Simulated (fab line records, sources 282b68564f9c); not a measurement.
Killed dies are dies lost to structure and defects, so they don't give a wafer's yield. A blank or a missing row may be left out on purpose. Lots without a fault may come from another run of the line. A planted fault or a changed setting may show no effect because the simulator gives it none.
Which tool did it? | flow rit_cmos | 14 lots, 42 wafers sampled, at 5 steps of a route of 202

WHAT THE GAUGES READ, wafer by wafer
RIT_FOX1_THK_MEAS_01. Usual: FOX1_OXIDE_THK 352 nm, standard deviation 7.4.
lot  | measured    | on            | FOX1_OXIDE_THK (nm) | flag
L926 | day 1 17:56 | film_metro-04 | 357 356 359         |
L927 | day 1 22:11 | film_metro-04 | 347 343 346         |
L928 | day 2 04:31 | film_metro-03 | 351 354 346         |
L929 | day 2 07:53 | film_metro-03 | 360 361 356         |
L930 | day 2 13:27 | film_metro-04 | 357 358 359         |
L931 | day 2 17:52 | film_metro-04 | 353 351 362         |
L934 | day 3 08:59 | film_metro-04 | 362 362 358         |
L938 | day 4 06:11 | film_metro-03 | 446 438 446         | OFF
L939 | day 4 10:03 | film_metro-02 | 435 427 429         | OFF
L942 | day 5 01:46 | film_metro-03 | 347 348 345         |
L943 | day 5 08:11 | film_metro-03 | 357 362 361         |
L945 | day 5 16:16 | film_metro-02 | 348 346 350         |
L948 | day 6 06:49 | film_metro-02 | 343 339 347         |
L949 | day 6 13:08 | film_metro-02 | 339 334 339         |

RIT_CONTACT_OVL_MEAS_09. Usual: CONTACT_OVL -0.8 nm, standard deviation 1.3.
lot  | measured    | on         | CONTACT_OVL (nm) | flag
L926 | day 3 04:33 | overlay-01 | -0.6 -2.0 -0.4   |
L927 | day 3 09:13 | overlay-01 | -0.1 0.0 -0.6    |
L928 | day 3 14:26 | overlay-01 | -2.4 -1.6 -2.4   |
L929 | day 3 17:47 | overlay-01 | -0.7 -0.8 -2.6   |
L930 | day 3 23:46 | overlay-01 | -1.0 0.6 0.9     |
L931 | day 4 05:05 | overlay-02 | -0.7 -1.2 -0.7   |
L934 | day 4 20:15 | overlay-01 | -1.4 -1.7 -0.7   |
L938 | day 5 17:48 | overlay-02 | -1.0 1.3 0.8     |
L939 | day 6 03:08 | overlay-01 | -1.5 0.7 -0.7    |
L942 | day 6 11:13 | overlay-01 | 1.4 -0.1 -0.9    |
L943 | day 6 19:01 | overlay-01 | -1.5 -1.3 -1.2   |
L945 | day 7 02:11 | overlay-01 | -2.5 -0.6 -1.8   |
L948 | day 7 18:04 | overlay-02 | 1.2 0.1 1.7      |
L949 | day 8 00:28 | overlay-01 | -0.5 0.0 -1.2    |

RIT_M1_OVL_MEAS_10. Usual: M1_OVL 0.5 nm, standard deviation 1.5.
lot  | measured    | on         | M1_OVL (nm)    | flag
L926 | day 3 07:16 | overlay-01 | -1.0 -0.3 0.8  |
L927 | day 3 11:44 | overlay-02 | 0.2 4.2 2.2    |
L928 | day 3 16:56 | overlay-01 | 2.1 1.5 1.6    |
L929 | day 3 20:25 | overlay-02 | -0.2 1.9 1.7   |
L930 | day 4 02:26 | overlay-01 | 2.8 2.3 2.3    |
L931 | day 4 07:50 | overlay-02 | -0.7 0.6 -0.1  |
L934 | day 4 22:52 | overlay-02 | 0.9 1.9 2.2    |
L938 | day 5 20:26 | overlay-01 | 1.5 0.3 0.8    |
L939 | day 6 05:43 | overlay-02 | 1.4 4.8 2.8    |
L942 | day 6 13:47 | overlay-01 | -0.5 -1.9 0.8  |
L943 | day 6 21:51 | overlay-01 | 1.5 -0.8 1.3   |
L945 | day 7 04:49 | overlay-01 | -1.1 -0.2 -0.7 |
L948 | day 7 20:35 | overlay-02 | -2.2 -2.1 -1.2 |
L949 | day 8 03:03 | overlay-01 | 0.2 -0.3 -0.3  |

WHICH TOOL RAN EACH LOT (tool, then ch and the chambers of the sampled wafers, then the start)
lot  | RIT_FOX1_OXIDATION_00        | RIT_SILICIDE_RTA_06
L926 | furnace-04 ch 0, day 1 16:36 | rtp_anneal-01 ch 0, day 3 03:10
L927 | furnace-03 ch 0, day 1 20:52 | rtp_anneal-02 ch 0, day 3 07:58
L928 | furnace-02 ch 0, day 2 03:12 | rtp_anneal-01 ch 0, day 3 13:02
L929 | furnace-04 ch 0, day 2 06:34 | rtp_anneal-02 ch 0, day 3 16:23
L930 | furnace-04 ch 0, day 2 12:08 | rtp_anneal-01 ch 0, day 3 22:25
L931 | furnace-04 ch 0, day 2 16:32 | rtp_anneal-02 ch 0, day 4 03:42
L934 | furnace-04 ch 0, day 3 07:40 | rtp_anneal-01 ch 0, day 4 18:52
L938 | furnace-04 ch 0, day 4 04:52 | rtp_anneal-01 ch 0, day 5 16:32
L939 | furnace-04 ch 0, day 4 08:44 | rtp_anneal-01 ch 0, day 6 01:51
L942 | furnace-02 ch 0, day 5 00:26 | rtp_anneal-01 ch 0, day 6 09:58
L943 | furnace-03 ch 0, day 5 06:52 | rtp_anneal-02 ch 0, day 6 17:38
L945 | furnace-02 ch 0, day 5 14:56 | rtp_anneal-02 ch 0, day 7 00:56
L948 | furnace-02 ch 0, day 6 05:31 | rtp_anneal-01 ch 0, day 7 16:48
L949 | furnace-02 ch 0, day 6 11:50 | rtp_anneal-02 ch 0, day 7 23:05
- RIT_FOX1_OXIDATION_00: target thk 350.7 nm, ox time 1130 s.
- RIT_SILICIDE_RTA_06: time 10 s, ramp up 5 s, ramp down 10 s.

WHAT THE TOOLS THEMSELVES READ (means of the sampled wafers that have a number; where no wafer has one, the mark that the record gives instead)
RIT_FOX1_OXIDATION_00. Usual: spike_tc_centre_C 1101.7 C, standard deviation 1.1; spike_tc_source_C 1122.1 C, standard deviation 2.3; tube_center_temp_C_max 1102.8, standard deviation 0.42.
lot  | tool       | spike_tc_centre_C (C) | spike_tc_source_C (C) | tube_center_temp_C_max | flag
L926 | furnace-04 | 1102.0                | 1122.9                | 1103.0                 |
L927 | furnace-03 | 1102.7                | 1126.3                | 1102.2                 |
L928 | furnace-02 | 1101.5                | 1119.5                | 1102.8                 |
L929 | furnace-04 | 1101.3                | 1121.7                | 1102.6                 |
L930 | furnace-04 | 1102.4                | 1122.5                | 1102.7                 |
L931 | furnace-04 | 1100.8                | 1121.5                | 1102.7                 |
L934 | furnace-04 | 1100.7                | 1123.3                | 1103.0                 |
L938 | furnace-04 | 1101.8                | 1121.0                | 1102.6                 |
L939 | furnace-04 | 1101.7                | 1122.0                | 1103.1                 |
L942 | furnace-02 | 1101.7                | 1119.4                | 1102.7                 |
L943 | furnace-03 | 1102.1                | 1125.2                | 1103.3                 |
L945 | furnace-02 | 1100.7                | 1119.4                | 1102.6                 |
L948 | furnace-02 | 1102.2                | 1119.3                | 1102.9                 |
L949 | furnace-02 | 1102.1                | 1119.8                | 1102.7                 |

RIT_SILICIDE_RTA_06. Usual: wafer_temp_C_max 753.4, standard deviation 1.4.
lot  | tool          | wafer_temp_C_max | flag
L926 | rtp_anneal-01 | 752.3            |
L927 | rtp_anneal-02 | 754.7            |
L928 | rtp_anneal-01 | 752.6            |
L929 | rtp_anneal-02 | 754.8            |
L930 | rtp_anneal-01 | 752.7            |
L931 | rtp_anneal-02 | 753.6            |
L934 | rtp_anneal-01 | 752.5            |
L938 | rtp_anneal-01 | 751.7            |
L939 | rtp_anneal-01 | 752.2            |
L942 | rtp_anneal-01 | 752.2            |
L943 | rtp_anneal-02 | 754.5            |
L945 | rtp_anneal-02 | 754.7            |
L948 | rtp_anneal-01 | 753.1            |
L949 | rtp_anneal-02 | 754.5            |

THE ANSWER, worked out from the rows above alone
Rule: a lot is off if the mean of its wafers that have a number lies more than 3 standard deviations from the usual mean. A lot without any number at a reading at which 4 lots or more have one is off too. The other lots that the step has rows for count as sound. The gauges are gone through in route order, then the tools' own readings, and for those a lot's mean is taken as printed above. The first step at which some lot is off is used, and at that step the reading that is off furthest; a lot without a number counts as furthest.
Off: L938, L939, at RIT_FOX1_THK_MEAS_01 (FOX1_OXIDE_THK).
A tool fits if, at a process step before that reading, it ran every lot that is off, and no sound lot after the first of them. The gauges at RIT_FOX1_THK_MEAS_01 are tried like those tools. One fits: furnace-04 at RIT_FOX1_OXIDATION_00. Its last sound lot is L934 (day 3 07:40), its first lot that is off L938 (day 4 04:52): a fault that began between those two fits.

WHAT THE SIMULATOR HAD PUT IN
Process parameter drift: furnace-04, from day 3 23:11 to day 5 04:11, at RIT_FOX1_OXIDATION_00. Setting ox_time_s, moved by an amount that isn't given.
Lots struck among those shown: L938, L939. The rule above found the same.
